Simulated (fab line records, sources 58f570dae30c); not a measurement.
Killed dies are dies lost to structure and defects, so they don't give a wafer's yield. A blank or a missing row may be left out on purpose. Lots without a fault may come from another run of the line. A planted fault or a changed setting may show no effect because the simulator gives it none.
One fault seen from 2 desks | flow berkeley_cmos170 | each desk has only its own numbers; what lay behind them comes last

THE TOOL OWNER'S DESK: pecvd-03
The tool's own readings at UCB170_V1_CVD_00 (deposits SiO2 from TEOS/O2, target thk 2000 nm, time 250 s): means of the sampled wafers that have a number, for each lot that ran on this tool. A lot is out of limits, marked OUT, if its mean lies more than 4 standard deviations from the usual mean; the brackets give that distance.
Columns: A = heater_power_w at UCB170_V1_CVD_00, usual 262 W; B = rf_fwd_power_W at UCB170_V1_CVD_00, usual 548.2 W
lot  | first seen here | A   | B
L359 | day 9 10:04     | 219 | 547.7
L362 | day 10 02:35    | 219 | 547.4
L365 | day 10 17:31    | 235 | 547.4
L369 | day 11 14:51    | 206 | 548.7
L373 | day 11 23:54    | 166 | 768.2 (+99 or more) OUT
L378 | day 13 03:23    | 209 | 769.5 (+99 or more) OUT
This desk's finding: out of limits on L373, L378; first on L373, day 11 23:54 (rf_fwd_power_W at UCB170_V1_CVD_00). In limits: L359, L362, L365, L369.

THE METROLOGY DESK
What the gauges read, lot by lot, whatever tool the lot ran on: means of the sampled wafers that have a number. A lot is out of limits, marked OUT, if its mean lies more than 4 standard deviations from the usual mean; the brackets give that distance.
Columns: A = V1_TEOS_THK at UCB170_V1_THK_MEAS_01, usual 1995 nm; B = V2_POLISHED_THK at UCB170_V2_THK_MEAS_04, usual 999.9 nm
lot  | first seen here | A               | B
L356 | day 8 16:25     | 2003            | 1001.0
L357 | day 9 07:33     | 2006            | 997.9
L360 | day 9 08:54     | 2002            | 999.5
L359 | day 9 10:13     | 2006            | 998.3
L363 | day 10 01:25    | 1989            | 1001.2
L362 | day 10 02:44    | 1964            | 1000.0
L361 | day 10 02:46    | 1998            | 1000.1
L365 | day 10 17:42    | 1996            | 1001.1
L366 | day 10 22:18    | 1985            | 1000.2
L367 | day 11 01:10    | 2009            | 999.8
L369 | day 11 15:00    | 1979            | 1000.5
L373 | day 12 00:04    | 2195 (+8.7) OUT | 998.4
L375 | day 13 03:33    | 1973            | 1000.9
L378 | day 13 03:33    | 2199 (+8.9) OUT | 1001.1
This desk's finding: out of limits on L373, L378; first on L373, day 12 00:04 (V1_TEOS_THK at UCB170_V1_THK_MEAS_01). In limits: L356, L357, L360, L359, L363, L362, L361, L365, L366, L367, L369, L375.

PUT TOGETHER
The tool owner's desk could have raised an alarm at day 11 23:54, on L373, L378.
The metrology desk could have raised an alarm at day 12 00:04, on L373, L378.
Of the lots named, all ran UCB170_V1_CVD_00 on pecvd-03.

WHAT THE SIMULATOR HAD PUT IN
Process parameter drift: pecvd-03, from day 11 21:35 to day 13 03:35, at UCB170_V1_CVD_00. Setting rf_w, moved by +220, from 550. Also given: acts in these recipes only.
Lots struck among those shown: L373, L378.
Hours from the fault's start to each desk's first reading out of limits: the tool owner's desk, 2; the metrology desk, 2.
